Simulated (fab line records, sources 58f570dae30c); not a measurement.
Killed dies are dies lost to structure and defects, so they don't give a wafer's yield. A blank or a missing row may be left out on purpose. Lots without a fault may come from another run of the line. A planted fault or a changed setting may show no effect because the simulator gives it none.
Which tool did it? | flow berkeley_cmos170 | 14 lots, 42 wafers sampled, at 7 steps of a route of 331

WHAT THE GAUGES READ, wafer by wafer
UCB170_PSD_TW_MEAS_10.
lot  | measured     | on            | PSD_TW
L134 | day 8 00:26  | film_metro-02 | 2338 2333 2334
L137 | day 8 07:44  | film_metro-01 | 2313 2295 2300
L136 | day 8 08:10  | film_metro-04 | 2348 2324 2340
L139 | day 8 21:10  | film_metro-01 | 2300 2306 2307
L140 | day 9 18:04  | film_metro-04 | 2329 2327 2332
L142 | day 9 18:14  | film_metro-01 | 2300 2301 2299
L145 | day 10 10:17 | film_metro-01 | 2325 2324 2333
L144 | day 10 10:30 | film_metro-01 | 2396 2405 2384
L146 | day 10 10:58 | film_metro-02 | 2324 2326 2325
L148 | day 10 15:52 | film_metro-04 | 2309 2310 2305
L147 | day 10 16:09 | film_metro-01 | 2397 2398 2392
L152 | day 11 14:41 | film_metro-04 | 2331 2331 2336
L154 | day 12 06:12 | film_metro-04 | 2342 2334 2331
L155 | day 12 06:33 | film_metro-02 | 2317 2311 2317

UCB170_NSD_OVL_MEAS_07.
lot  | measured     | on         | NSD_OVL (nm)
L134 | day 8 01:50  | overlay-01 | 12 10 12
L137 | day 8 09:16  | overlay-01 | 1 -1 0
L136 | day 8 09:49  | overlay-01 | 3 6 6
L139 | day 8 22:32  | overlay-01 | 11 14 10
L140 | day 9 20:20  | overlay-01 | 4 1 -1
L142 | day 9 20:28  | overlay-01 | -1 3 3
L145 | day 10 11:44 | overlay-02 | 4 8 6
L144 | day 10 12:17 | overlay-02 | 1 4 3
L146 | day 10 12:50 | overlay-02 | 2 8 3
L148 | day 10 17:04 | overlay-02 | 1 -3 0
L147 | day 10 17:28 | overlay-01 | 10 9 7
L152 | day 11 16:22 | overlay-01 | 9 3 4
L154 | day 12 10:12 | overlay-02 | 8 14 8
L155 | day 12 09:39 | overlay-02 | 0 0 2

UCB170_NSD_TW_MEAS_10.
lot  | measured     | on            | NSD_TW
L134 | day 8 02:08  | film_metro-02 | 4226 4203 4228
L137 | day 8 09:33  | film_metro-02 | 4222 4206 4231
L136 | day 8 10:05  | film_metro-01 | 4153 4133 4140
L139 | day 8 22:49  | film_metro-02 | 4234 4222 4205
L140 | day 9 20:37  | film_metro-01 | 4172 4160 4165
L142 | day 9 20:45  | film_metro-04 | 4225 4217 4197
L145 | day 10 12:01 | film_metro-01 | 4199 4216 4212
L144 | day 10 12:38 | film_metro-02 | 4219 4196 4203
L146 | day 10 13:10 | film_metro-01 | 4211 4206 4212
L148 | day 10 17:22 | film_metro-01 | 4214 4201 4215
L147 | day 10 17:46 | film_metro-04 | 4191 4190 4215
L152 | day 11 16:39 | film_metro-04 | 4181 4190 4190
L154 | day 12 10:29 | film_metro-01 | 4205 4172 4168
L155 | day 12 09:56 | film_metro-02 | 4196 4199 4200

UCB170_SDANNEAL_RS_MEAS_02: measures by four-point-probe.
lot  | measured     | on            | PSD_RS (ohm/sq)
L134 | day 8 03:18  | film_metro-02 | 76.04 75.84 76.17
L137 | day 8 10:44  | film_metro-01 | 75.89 75.42 75.79
L136 | day 8 11:11  | film_metro-04 | 75.63 75.84 75.82
L139 | day 9 00:01  | film_metro-02 | 75.97 75.79 75.90
L140 | day 10 00:51 | film_metro-04 | 75.54 75.61 75.43
L142 | day 10 00:32 | film_metro-01 | 75.38 75.61 75.75
L145 | day 10 13:07 | film_metro-04 | 75.27 75.84 75.38
L144 | day 10 13:44 | film_metro-02 | 70.57 70.38 70.16
L146 | day 10 14:15 | film_metro-01 | 75.43 75.74 75.20
L148 | day 10 18:28 | film_metro-01 | 76.14 76.23 76.21
L147 | day 10 18:55 | film_metro-02 | 70.10 70.54 70.49
L152 | day 11 17:46 | film_metro-04 | 75.62 75.90 75.41
L154 | day 12 12:08 | film_metro-04 | 75.06 75.20 75.03
L155 | day 12 11:37 | film_metro-01 | 75.30 75.27 75.23

WHICH TOOL RAN EACH LOT (tool, then ch and the chambers of the sampled wafers, then the start)
lot  | UCB170_PSD_IMPLANT_08           | UCB170_PSD_STRIP_09                  | UCB170_BACKSIDE_STRIP_03
L134 | implanter-03 ch 0, day 8 00:12  | plasma_asher-03 ch 0,1, day 8 00:19  | plasma_asher-01 ch 0,1, day 8 02:52
L137 | implanter-01 ch 0, day 8 07:31  | plasma_asher-03 ch 0,1, day 8 07:39  | plasma_asher-03 ch 0,1, day 8 10:20
L136 | implanter-03 ch 0, day 8 07:55  | plasma_asher-01 ch 0,1, day 8 08:04  | plasma_asher-04 ch 0, day 8 10:47
L139 | implanter-03 ch 0, day 8 20:55  | plasma_asher-02 ch 0,1, day 8 21:04  | plasma_asher-03 ch 0, day 8 23:37
L140 | implanter-03 ch 0, day 9 17:48  | plasma_asher-02 ch 0,1, day 9 17:57  | plasma_asher-03 ch 0,1, day 10 00:27
L142 | implanter-01 ch 0, day 9 18:00  | plasma_asher-01 ch 0,1, day 9 18:07  | plasma_asher-01 ch 0,1, day 10 00:07
L145 | implanter-01 ch 0, day 10 10:03 | plasma_asher-03 ch 0,1, day 10 10:10 | plasma_asher-01 ch 0,1, day 10 12:42
L144 | implanter-03 ch 0, day 10 10:17 | plasma_asher-02 ch 0,1, day 10 10:25 | plasma_asher-01 ch 0,1, day 10 13:20
L146 | implanter-04 ch 0, day 10 10:44 | plasma_asher-03 ch 0,1, day 10 10:52 | plasma_asher-01 ch 0,1, day 10 13:50
L148 | implanter-01 ch 0, day 10 15:37 | plasma_asher-02 ch 0,1, day 10 15:45 | plasma_asher-04 ch 0,1, day 10 18:02
L147 | implanter-03 ch 0, day 10 15:55 | plasma_asher-01 ch 0,1, day 10 16:02 | plasma_asher-03 ch 0,1, day 10 18:29
L152 | implanter-01 ch 0, day 11 14:26 | plasma_asher-03 ch 0,1, day 11 14:34 | plasma_asher-01 ch 0,1, day 11 17:20
L154 | implanter-01 ch 0, day 12 05:58 | plasma_asher-02 ch 0,1, day 12 06:05 | plasma_asher-01 ch 0,1, day 12 11:40
L155 | implanter-04 ch 0, day 12 06:18 | plasma_asher-02 ch 0,1, day 12 06:27 | plasma_asher-01 ch 0,1, day 12 11:13
- UCB170_PSD_IMPLANT_08
- UCB170_PSD_STRIP_09: strips in O2.
- UCB170_BACKSIDE_STRIP_03: strips in O2.

WHAT THE TOOLS THEMSELVES READ (means of the sampled wafers that have a number; where no wafer has one, the mark that the record gives instead)
UCB170_PSD_IMPLANT_08.
lot  | tool         | dose_ions_cm2 | faraday_current_uA
L134 | implanter-03 | 3e+15         | 9145
L137 | implanter-01 | 3e+15         | 9114
L136 | implanter-03 | 3e+15         | 9379
L139 | implanter-03 | 3e+15         | 9258
L140 | implanter-03 | 3e+15         | 9302
L142 | implanter-01 | 3e+15         | 9259
L145 | implanter-01 | 3e+15         | 9335
L144 | implanter-03 | 3e+15         | 10344
L146 | implanter-04 | 3e+15         | 9196
L148 | implanter-01 | 3e+15         | 9329
L147 | implanter-03 | 3e+15         | 10166
L152 | implanter-01 | 3e+15         | 9314
L154 | implanter-01 | 3e+15         | 9206
L155 | implanter-04 | 3e+15         | 9332

UCB170_PSD_STRIP_09.
lot  | tool            | drypump_motor_current_A (A) | oes_product_au (a.u.) | strip_time_to_endpoint_s (s)
L134 | plasma_asher-03 | 5.0                         | 0.602                 | 29.36
L137 | plasma_asher-03 | 4.9                         | 0.599                 | 29.26
L136 | plasma_asher-01 | 5.5                         | 0.601                 | 29.28
L139 | plasma_asher-02 | 5.5                         | 0.602                 | 29.32
L140 | plasma_asher-02 | 5.3                         | 0.603                 | 29.35
L142 | plasma_asher-01 | 5.7                         | 0.599                 | 29.36
L145 | plasma_asher-03 | 4.9                         | 0.603                 | 29.26
L144 | plasma_asher-02 | 5.3                         | 0.594                 | 30.38
L146 | plasma_asher-03 | 4.9                         | 0.601                 | 29.29
L148 | plasma_asher-02 | 5.3                         | 0.605                 | 29.11
L147 | plasma_asher-01 | 5.7                         | 0.588                 | 30.40
L152 | plasma_asher-03 | 4.9                         | 0.604                 | 29.30
L154 | plasma_asher-02 | 5.3                         | 0.603                 | 29.44
L155 | plasma_asher-02 | 5.3                         | 0.600                 | 29.26

UCB170_BACKSIDE_STRIP_03.
lot  | tool            | drypump_motor_current_A (A) | oes_product_au (a.u.) | strip_time_to_endpoint_s (s)
L134 | plasma_asher-01 | 5.5                         | 0.735                 | 21.95
L137 | plasma_asher-03 | 4.9                         | 0.732                 | 22.00
L136 | plasma_asher-04 | 5.7                         | 0.736                 | 22.00
L139 | plasma_asher-03 | 4.8                         | 0.735                 | 21.98
L140 | plasma_asher-03 | 4.9                         | 0.732                 | 21.96
L142 | plasma_asher-01 | 5.7                         | 0.733                 | 21.93
L145 | plasma_asher-01 | 5.7                         | 0.735                 | 21.93
L144 | plasma_asher-01 | 5.5                         | 0.736                 | 21.95
L146 | plasma_asher-01 | 5.5                         | 0.739                 | 21.92
L148 | plasma_asher-04 | 5.0                         | 0.737                 | 22.03
L147 | plasma_asher-03 | 4.9                         | 0.737                 | 21.97
L152 | plasma_asher-01 | 5.5                         | 0.736                 | 21.92
L154 | plasma_asher-01 | 5.5                         | 0.733                 | 21.98
L155 | plasma_asher-01 | 5.7                         | 0.743                 | 21.98

THE ANSWER, worked out from the rows above alone
Rule: what is usual is taken from the lots themselves. Put in order of their means at a reading, lots are off if they are a third of the lots or fewer, leave a main group of 4 or more, and stand apart from it by a gap of 3 or more times the standard deviation of the main group's means; of several such gaps the widest counts. A main group whose means are all the same, to the digits that the tables above print for the reading, isn't used. A lot without any number at a reading at which 4 lots or more have one is off too. The other lots that the step has rows for count as sound. The gauges are gone through in route order, then the tools' own readings, and for those a lot's mean is taken as printed above. The first step at which some lot is off is used, and at that step the reading that is off furthest; a lot without a number counts as furthest.
Off: L144, L147, at UCB170_PSD_TW_MEAS_10 (PSD_TW). The main group: mean 2321, standard deviation 14.
A tool fits if, at a process step before that reading, it ran every lot that is off, and no sound lot after the first of them. The gauges at UCB170_PSD_TW_MEAS_10 aren't tried: what is off there is off at UCB170_SDANNEAL_RS_MEAS_02 too, on other tools, and a gauge's error can't cause that. One fits: implanter-03 at UCB170_PSD_IMPLANT_08. Its last sound lot is L140 (day 9 17:48), its first lot that is off L144 (day 10 10:17): a fault that began between those two fits.
The tool's own readings at UCB170_PSD_IMPLANT_08 bear it out: on the lots that are off they differ by more than 5 times the standard deviation of the sound lots' means. faraday_current_uA reads 10255 there against 9264 on the sound lots.

WHAT THE SIMULATOR HAD PUT IN
Process parameter drift: implanter-03, from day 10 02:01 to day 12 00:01, at UCB170_PSD_IMPLANT_08. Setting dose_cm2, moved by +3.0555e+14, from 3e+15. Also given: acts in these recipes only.
Lots struck among those shown: L144, L147. The rule above found the same.
